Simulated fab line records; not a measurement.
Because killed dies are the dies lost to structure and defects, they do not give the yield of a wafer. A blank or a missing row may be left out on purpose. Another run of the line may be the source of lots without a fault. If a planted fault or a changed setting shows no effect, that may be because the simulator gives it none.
Split-lot experiment | flow rit cmos | 5 lots, 23 wafers read, on a route of 202 steps

## ON THE SPLIT
At RIT_PWELL_SOFTBAKE_02 (time 60 s), the setting temp c was moved away from the recipe's 90 C on 6 of the 23 wafers read, by -3.3% to +4.1%. This setting was run at the recipe's value on the other wafers.

## FROM THE SPLIT TO THE READING: what the file shows between them, 2 steps
- RIT_PWELL_EXPOSE_03: exposes mask M3, target cd 43700 nm
- RIT_PWELL_PEB_04

## THE READING
NOVOLAK_of_PWELL_COAT_01.thk nm (the simulator's own value, which no gauge read), in nm, at RIT_PWELL_DEVELOP_05 (develop time 68 s). The file gives no usual value for it. The 17 wafers here that ran the recipe average 1304 nm, standard deviation 3 nm.

wafer  | tool, chamber at the split | temp c as run, C | against the recipe | NOVOLAK_of_PWELL_COAT_01.thk nm, nm | against lot-mates on the recipe
L074.1 | litho track-03, 0          | 90               | recipe             | 1302                                | -
L074.2 | litho track-03, 0          | 90               | recipe             | 1303                                | -
L074.4 | litho track-03, 0          | 90               | recipe             | 1304                                | -
L074.6 | litho track-03, 0          | 90               | recipe             | 1304                                | -
L074.5 | litho track-03, 0          | 90               | recipe             | 1297                                | -
L075.1 | litho track-01, 0          | 90               | recipe             | 1306                                | -
L075.2 | litho track-01, 0          | 90               | recipe             | 1305                                | -
L075.5 | litho track-01, 0          | 90               | recipe             | 1309                                | -
L077.1 | litho track-04, 0          | 90               | recipe             | 1305                                | -
L077.2 | litho track-04, 0          | 93.67            | +4.1%              | 1293                                | -13
L077.3 | litho track-04, 0          | 93.67            | +4.1%              | 1293                                | -13
L077.4 | litho track-04, 0          | 93.67            | +4.1%              | 1291                                | -15
L077.6 | litho track-04, 0          | 90               | recipe             | 1307                                | -
L084.1 | litho track-03, 0          | 90               | recipe             | 1308                                | -
L084.6 | litho track-03, 0          | 90               | recipe             | 1308                                | -
L084.2 | litho track-03, 0          | 90               | recipe             | 1305                                | -
L084.4 | litho track-03, 0          | 90               | recipe             | 1301                                | -
L084.5 | litho track-03, 0          | 90               | recipe             | 1304                                | -
L085.1 | litho track-03, 0          | 87.02            | -3.3%              | 1316                                | +14
L085.5 | litho track-03, 0          | 87.02            | -3.3%              | 1316                                | +14
L085.2 | litho track-03, 0          | 90               | recipe             | 1301                                | -
L085.4 | litho track-03, 0          | 87.02            | -3.3%              | 1313                                | +12
L085.6 | litho track-03, 0          | 90               | recipe             | 1302                                | -

THE FIT
A straight line over all 23 wafers: NOVOLAK_of_PWELL_COAT_01.thk nm changes by -3.05 nm for each +1% of temp c; r = -0.91; the points scatter about the line by 2.8 nm.
The same after taking each lot's own level away (the mean of its wafers on the recipe; 23 wafers): -3.65 nm for each +1%; r = -0.96; scatter 2.1 nm.
That fit puts the effect of the largest move of temp c on the reading at 15 nm.
Measured against the standard deviation above, the lots' own levels, which go from 1301.5 to 1306.7 nm, span 1.7 times it.
Hence the slope depends on the lot-to-lot level, as the two fits are not the same.
Check: with one of the wafers moved furthest among these (+4.1%) left out of the fit, the line predicts -15 nm for it against its lot-mates. It came out at -13 nm against them.

## FURTHER SPLITS ON THESE WAFERS
Before the reading, these wafers also passed through other splits. Each is held against what the fit with the lots' levels taken away leaves over:
other split on the same wafers  | wafers away from the commonest value | r with NOVOLAK_of_PWELL_COAT_01.thk nm (lot level and that fit taken away)
RIT_ACTIVE_CVD_03 time s        | 18                                   | -0.09
RIT_ACTIVE_HARDBAKE_12 temp c   | 8                                    | -0.01
RIT_FOX2_OXIDATION_00 ox time s | 18                                   | +0.03
RIT_NWELL_SOFTBAKE_02 temp c    | 10                                   | +0.00
RIT_NWELL_IMPLANT_08 dose cm2   | 4                                    | +0.00

## FILE'S OWN FIT
NOVOLAK_of_PWELL_COAT_01.thk nm changes by -3.64 nm for each +1% of temp c, r = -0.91.
